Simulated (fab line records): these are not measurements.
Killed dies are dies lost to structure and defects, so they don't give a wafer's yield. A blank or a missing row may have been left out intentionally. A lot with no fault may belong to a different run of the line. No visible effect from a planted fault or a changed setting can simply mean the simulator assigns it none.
A struck lot beside a sound one | flow rit-cmos | 22 steps out of a route of 202
Sound: wafers L112.1, L112.5, L112.6. Wafers struck: L104.2, L104.4, L104.5. At the end, the cause is stated.
Order at every step that has rows: each side's tool, ch and its chambers, its first start. Under that, the readings that differ: sound wafers | struck wafers | difference of the means | sigmas: that difference in standard deviations of wafers without a fault.
alike: a reading whose means differ by less than 2 such deviations, as well as words and numbers matching on both sides. not compared: withheld readings; readings where some wafer has no value; bounds like >300 that might hide an equal value; numbers whose values overlap and for which the record gives no deviation.
The two part at a step that has a row with sigmas, a row that says differs or no value, or rows on one side only. Numbers that have no deviation but don't overlap get no sigmas and don't part them. A reading missing from all wafers of one side parts the sides only when that side holds two or more wafers.

first, 4 steps without rows for these wafers: RIT_NRETRO_SOFTBAKE_02 (time 60 s); RIT_NRETRO_EXPOSE_03 (exposes mask M4, target cd 43900 nm); RIT_NRETRO_PEB_04; RIT_NRETRO_DEVELOP_05 (develop time 68 s).
RIT_NRETRO_OVL_MEAS_06:
  sound: overlay-01 at day 5 06:45; struck: overlay-01 at day 3 11:13
  alike: NRETRO_OVL
then, 2 steps without rows for these wafers: RIT_NRETRO_HARDBAKE_07 (time 120 s); RIT_NRETRO_IMPLANT_08.
RIT_NRETRO_STRIP_09: strips in O2, time 180 s.
  sound on plasma-asher-02 ch 0,1, day 5 07:11; struck on plasma-asher-01 ch 0,1, day 3 11:39
  alike: drypump-motor-current-A
  not compared: rf-hours-counter-h
RIT_NRETRO_TW_MEAS_10:
  sound: film-metro-02 at day 5 07:22; struck: film-metro-02 at day 3 11:50
  alike: NRETRO_TW
then, 3 steps without rows for these wafers: RIT_PRETRO_HMDS_00 (prime time 60 s); RIT_PRETRO_COAT_01 (resist thk 1300 nm); RIT_PRETRO_SOFTBAKE_02 (time 60 s).
RIT_PRETRO_EXPOSE_03: exposes mask M5, target cd 43700 nm.
  sound on iline-stepper-02 ch 0, day 5 07:52; struck on iline-stepper-02 ch 0, day 3 12:21
  reading            | sound             | struck            | difference | sigmas
  mask               | M5#0 M5#0 M5#0    | M4#0 M4#0 M4#0    | differs    |
  reticle-temp-C (C) | 23.08 23.10 23.02 | 22.82 22.79 22.90 | -0.23      | -2
then, 2 steps without rows for these wafers: RIT_PRETRO_PEB_04; RIT_PRETRO_DEVELOP_05 (develop time 68 s).
RIT_PRETRO_OVL_MEAS_06:
  sound: overlay-02 at day 5 08:18; struck: overlay-01 at day 3 12:46
  reading         | sound       | struck | difference                    | sigmas
  PRETRO_OVL (nm) | 0.9 0.6 0.1 | - - -  | no value on the struck wafers |
then, 2 steps without rows for these wafers: RIT_PRETRO_HARDBAKE_07 (time 120 s); RIT_PRETRO_IMPLANT_08.
RIT_PRETRO_STRIP_09: strips in O2, time 180 s.
  sound on plasma-asher-01 ch 0,1, day 5 08:44; struck on plasma-asher-01 ch 0, day 3 13:12
  alike: drypump-motor-current-A
  not compared: rf-hours-counter-h
RIT_PRETRO_TW_MEAS_10:
  sound: film-metro-04 at day 5 08:55; struck: film-metro-04 at day 3 13:23
  reading   | sound             | struck         | difference | sigmas
  PRETRO_TW | 474.2 475.8 471.7 | 30.0 30.3 29.9 | -443.8     | -99 or more
then, 1 step without rows for these wafers: RIT_GATE_WET_ETCH_00 (etches SiO2 in BOE, target depth 56 nm, time 60 s).
RIT_M1_PROBE_99:
  sound: prober-01 at day 6 15:23; struck: prober-02 at day 4 19:50
  reading             | sound | struck      | difference | sigmas
  killed-at-front-end | 3 6 8 | 264 264 263 | +258       | +76
  killed-dies         | 3 6 8 | 264 264 264 | +258       | +76
  killed-on-rim       | 1 0 0 | 70 70 70    | +70        | +50
  alike: killed-at-contacts, killed-open, killed-short

== WHERE THEY PART ==
First at RIT_PRETRO_EXPOSE_03; last, within this record, at RIT_M1_PROBE_99.

WHY: what the simulator had put in
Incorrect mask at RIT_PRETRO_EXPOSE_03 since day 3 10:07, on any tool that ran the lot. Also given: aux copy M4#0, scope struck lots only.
